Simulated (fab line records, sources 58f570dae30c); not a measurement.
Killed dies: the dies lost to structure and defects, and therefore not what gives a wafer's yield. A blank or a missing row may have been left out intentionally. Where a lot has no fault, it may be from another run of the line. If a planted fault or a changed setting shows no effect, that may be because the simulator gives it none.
Shared-tool check + flow berkeley-cmos170 + 48 wafers sampled across 16 lots

== THE REASON FOR OPENING IT ==
Of 16 lots, 4 have the reading PFIELD_OVL flagged at UCB170_PFIELD_OVL_MEAS_06. Fault-free wafers read 0 nm, with a standard deviation of 6.1.
Rule: flag the lot when none of its wafers has a number, or when each of its wafers that has one lies beyond 4 standard deviations from that mean. As for the other lots, they are considered sound.

| lot  | measured    | on         | PFIELD_OVL (nm), wafer by wafer | flag    |
|------|-------------|------------|---------------------------------|---------|
| L973 | day 4 13:28 | overlay-01 | -1 6 -1                         |         |
| L974 | day 4 23:07 | overlay-02 | -8 6 -11                        |         |
| L975 | day 4 23:08 | overlay-01 | 16 3 14                         |         |
| L977 | day 5 14:08 | overlay-02 | 0 -8 3                          |         |
| L976 | day 5 14:23 | overlay-02 | -11 -6 -3                       |         |
| L979 | day 5 23:14 | overlay-02 | -2 -4 -11                       |         |
| L981 | day 5 23:48 | overlay-02 | 6 14 8                          |         |
| L978 | day 5 23:58 | overlay-01 | 0 -3 11                         |         |
| L980 | day 6 03:04 | overlay-02 | 1 -11 0                         |         |
| L982 | day 6 10:28 | overlay-01 | -1 -1 -2                        |         |
| L987 | day 7 16:07 | overlay-02 | 266 269 265                     | FLAGGED |
| L989 | day 7 16:22 | overlay-01 | 254 251 258                     | FLAGGED |
| L988 | day 7 16:25 | overlay-02 | 5 -5 3                          |         |
| L986 | day 7 16:41 | overlay-02 | 257 252 264                     | FLAGGED |
| L990 | day 8 03:53 | overlay-01 | 260 260 246                     | FLAGGED |
| L994 | day 8 13:51 | overlay-02 | 3 6 7                           |         |
The mean of the flagged lots' numbers is 258 nm, +258 nm from the usual (+42 standard deviations).

== WHICH TOOL RAN EACH LOT ==
2 process steps preceding the reading are held in the record, out of 331 steps in the route. In each cell: the tool, then ch and the chambers that the sampled wafers went through, then the start.
| lot  | flag    | UCB170_ZERO_STRIP_07                | UCB170_PFIELD_EXPOSE_03          |
|------|---------|-------------------------------------|----------------------------------|
| L973 |         | plasma-asher-04 ch 0,1, day 2 02:22 | krf-scanner-02 ch 0, day 4 12:55 |
| L974 |         | plasma-asher-04 ch 0,1, day 2 07:28 | krf-scanner-01 ch 0, day 4 22:16 |
| L975 |         | plasma-asher-04 ch 0,1, day 2 09:01 | krf-scanner-01 ch 0, day 4 22:25 |
| L977 |         | plasma-asher-04 ch 0,1, day 3 00:07 | krf-scanner-01 ch 0, day 5 13:36 |
| L976 |         | plasma-asher-01 ch 0,1, day 2 14:25 | krf-scanner-02 ch 0, day 5 13:58 |
| L979 |         | plasma-asher-01 ch 0,1, day 3 08:22 | krf-scanner-01 ch 0, day 5 21:45 |
| L981 |         | plasma-asher-04 ch 0,1, day 3 16:56 | krf-scanner-01 ch 0, day 5 22:11 |
| L978 |         | plasma-asher-03 ch 0,1, day 3 08:34 | krf-scanner-01 ch 0, day 5 22:38 |
| L980 |         | plasma-asher-04 ch 0,1, day 3 14:10 | krf-scanner-02 ch 0, day 6 02:22 |
| L982 |         | plasma-asher-03 ch 0,1, day 3 21:54 | krf-scanner-02 ch 0, day 6 10:05 |
| L987 | FLAGGED | plasma-asher-01 ch 0,1, day 4 21:31 | krf-scanner-01 ch 0, day 7 15:13 |
| L989 | FLAGGED | plasma-asher-04 ch 0,1, day 5 07:55 | krf-scanner-01 ch 0, day 7 15:19 |
| L988 |         | plasma-asher-01 ch 0,1, day 5 03:43 | krf-scanner-02 ch 0, day 7 15:46 |
| L986 | FLAGGED | plasma-asher-01 ch 0,1, day 4 17:08 | krf-scanner-01 ch 0, day 7 16:03 |
| L990 | FLAGGED | plasma-asher-01 ch 0,1, day 5 14:41 | krf-scanner-01 ch 0, day 8 03:19 |
| L994 |         | plasma-asher-03 ch 0,1, day 6 07:55 | krf-scanner-02 ch 0, day 8 13:29 |
What is done by these steps:
- UCB170_ZERO_STRIP_07: strips in O2.
- UCB170_PFIELD_EXPOSE_03: exposes mask PFIELD, target cd 1500 nm.
- UCB170_PFIELD_OVL_MEAS_06

== FLAGGED AGAINST TOTAL, ONE TOOL AT A TIME (gauges that did the reading follow at the end) ==
| step                      | tool            | lots run | flagged | share of the flagged lots | sound lots run after its first flagged lot |
|---------------------------|-----------------|----------|---------|---------------------------|--------------------------------------------|
| UCB170_ZERO_STRIP_07      | plasma-asher-01 | 6        | 3       | some                      | 1 (L988)                                   |
| UCB170_ZERO_STRIP_07      | plasma-asher-03 | 3        | 0       | none                      | -                                          |
| UCB170_ZERO_STRIP_07      | plasma-asher-04 | 7        | 1       | some                      | 0                                          |
| UCB170_PFIELD_EXPOSE_03   | krf-scanner-01  | 10       | 4       | all                       | 0                                          |
| UCB170_PFIELD_EXPOSE_03   | krf-scanner-02  | 6        | 0       | none                      | -                                          |
| UCB170_PFIELD_OVL_MEAS_06 | overlay-01      | 6        | 2       | some                      | 0                                          |
| UCB170_PFIELD_OVL_MEAS_06 | overlay-02      | 10       | 2       | some                      | 2 (L988,L994)                              |

== WHAT IS ALLOWED BY THE TABLE ==
All flagged lots share 1 row of the table, namely krf-scanner-01 at UCB170_PFIELD_EXPOSE_03.
- krf-scanner-01 at UCB170_PFIELD_EXPOSE_03 ran 10 lots, 4 of them flagged. Its last sound lot is L978 (day 5 22:38), its first flagged lot L987 (day 7 15:13): a fault that began between those two fits.
Left over: one tool, krf-scanner-01 at UCB170_PFIELD_EXPOSE_03.

== WHAT THE SIMULATOR HAD PUT IN ==
Scanner matching overlay: krf-scanner-01, from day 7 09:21 on, at UCB170_PFIELD_EXPOSE_03. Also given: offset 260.
Struck lots among those shown: L987, L989, L986, L990. The rule given above showed the same thing.
